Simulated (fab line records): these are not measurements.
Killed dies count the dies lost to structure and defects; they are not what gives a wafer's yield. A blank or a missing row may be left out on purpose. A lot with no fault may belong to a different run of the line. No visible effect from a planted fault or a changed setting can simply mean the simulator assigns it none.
Matching of chambers    flow berkeleyCmos170    4 sister chambers for UCB170_V1_CMP_02 on cmp-02
The step polishes SiO2. 4 wafers are shown with their chamber, then 8 later ones without.

== EACH WAFER AND ITS CHAMBER ==
wafer   chamber  motorCurrentA (A)
L632.5  3        15.8
L632.6  0        16.2
L635.5  2        14.5
L636.1  1        17.2

== WAFERS WITH NO CHAMBER GIVEN ==
wafer   motorCurrentA (A)
L636.2  14.0
L636.5  17.2
L639.4  17.0
L639.5  16.5
L639.6  14.4
L648.1  15.4
L648.4  16.5
L648.5  17.6

== THE CHAMBER EACH PASSED THROUGH ==
wafer    from the rows above            in truth
L636.2   2                              2
L636.5   1                              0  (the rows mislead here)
L639.4   can't be placed: 1 or 0        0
L639.5   can't be placed: 0 or 1 or 3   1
L639.6   2                              2
L648.1   can't be placed: 3 or 0 or 2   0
L648.4   can't be placed: 0 or 1 or 3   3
L648.5   1                              1
Placed correctly: 3 of 8. Unplaceable from these rows: 4, with the true chamber sitting among the candidates in 4. Wrongly placed: 1.
How it was worked out, from the rows above alone: a wafer's distance from a chamber is the root of the sum, over the readings, of the square of ((its reading less the chamber's mean) divided by the reading's scatter). The wafer belongs to the nearest chamber; if the next one is less than 2 further off, it can't be placed. The mean given for a chamber averages the wafers shown for that chamber. The scatter: root of mean squared gap, hidden wafer to nearest shown wafer, with one shown wafer a chamber.
